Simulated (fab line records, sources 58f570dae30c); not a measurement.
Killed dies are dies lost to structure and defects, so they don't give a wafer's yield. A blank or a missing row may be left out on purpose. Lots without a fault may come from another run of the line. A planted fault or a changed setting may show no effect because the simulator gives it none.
Split-lot experiment | flow berkeley_cmos170 | 5 lots, 23 wafers read, on a route of 331 steps

THE SPLIT
At UCB170_PWELL_CVD_05 (deposits Si3N4 from SiH2Cl2/NH3, target thk 220 nm, time 3300 s), the setting sih2cl2_flow_sccm was moved away from the recipe's 25 sccm on 15 of the 23 wafers read, by -13.1% to +13.4%. The other wafers ran this setting at the recipe's value.

The file shows no step between the split and the reading.

THE READING
PWELL_NITRIDE_THK, in nm, at UCB170_PWELL_THK_MEAS_06. Fault-free wafers of this fab line usually give 220.9 nm, standard deviation 1.4 nm.

wafer  | tool, chamber at the split | sih2cl2_flow_sccm as run, sccm | against the recipe | PWELL_NITRIDE_THK, nm | against lot-mates on the recipe
L074.1 | -, -                       | 27.38                          | +9.5%              | 226.1                 | no lot-mate on the recipe
L074.2 | -, -                       | 27.38                          | +9.5%              | 226.5                 | no lot-mate on the recipe
L074.3 | -, -                       | 27.38                          | +9.5%              | 226.3                 | no lot-mate on the recipe
L074.4 | -, -                       | 27.38                          | +9.5%              | 226.5                 | no lot-mate on the recipe
L074.5 | -, -                       | 27.38                          | +9.5%              | 226.4                 | no lot-mate on the recipe
L078.1 | -, -                       | 21.73                          | -13.1%             | 211.9                 | no lot-mate on the recipe
L078.2 | -, -                       | 21.73                          | -13.1%             | 213.5                 | no lot-mate on the recipe
L078.3 | -, -                       | 21.73                          | -13.1%             | 212.6                 | no lot-mate on the recipe
L078.5 | -, -                       | 21.73                          | -13.1%             | 211.6                 | no lot-mate on the recipe
L078.6 | -, -                       | 21.73                          | -13.1%             | 212.8                 | no lot-mate on the recipe
L079.1 | lpcvd-02, 0                | 25                             | recipe             | 220.7                 | -
L079.5 | lpcvd-02, 0                | 25                             | recipe             | 220.1                 | -
L079.6 | lpcvd-02, 0                | 25                             | recipe             | 222.2                 | -
L084.1 | -, -                       | 25                             | recipe             | 219.3                 | -
L084.2 | -, -                       | 25                             | recipe             | 219.4                 | -
L084.3 | -, -                       | 25                             | recipe             | 219.3                 | -
L084.4 | -, -                       | 25                             | recipe             | 220.1                 | -
L084.6 | -, -                       | 25                             | recipe             | 221.4                 | -
L085.1 | -, -                       | 28.34                          | +13.4%             | 229.0                 | no lot-mate on the recipe
L085.2 | -, -                       | 28.34                          | +13.4%             | 231.3                 | no lot-mate on the recipe
L085.3 | -, -                       | 28.34                          | +13.4%             | 228.5                 | no lot-mate on the recipe
L085.5 | -, -                       | 28.34                          | +13.4%             | 228.8                 | no lot-mate on the recipe
L085.6 | -, -                       | 28.34                          | +13.4%             | 228.5                 | no lot-mate on the recipe

THE FIT
A straight line over all 23 wafers: PWELL_NITRIDE_THK changes by +0.629 nm for each +1% of sih2cl2_flow_sccm; r = +0.99; the points scatter about the line by 0.9 nm.
Too few moved wafers have a lot-mate on the recipe to fit a line with each lot's own level taken away.

THE WHOLE CHAIN: every reading that the file lists as answering this split, in the file's order
step                     | what it does                                                               | reading                                                                       | change (the file's fit)               | r (the file's)
UCB170_PWELL_CVD_05      | deposits Si3N4 from SiH2Cl2/NH3, target thk 220 nm, time 3300 s            | Si3N4_of_PWELL_CVD_05.thk_nm (the simulator's own value, which no gauge read) | +0.633 nm for each +1% of the setting | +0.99
UCB170_PWELL_THK_MEAS_06 |                                                                            | PWELL_NITRIDE_THK                                                             | +0.63 for each +1% of the setting     | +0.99
UCB170_PWELL_ETCH_14     | etches Si3N4 in CH3F/Ar/O2, stops on SiO2, target depth 242 nm, time 151 s | etch.depth_nm (the simulator's own value, which no gauge read)                | +0.629 nm for each +1% of the setting | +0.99

THE FILE'S OWN FIT
PWELL_NITRIDE_THK changes by +0.63 nm for each +1% of sih2cl2_flow_sccm, r = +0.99.
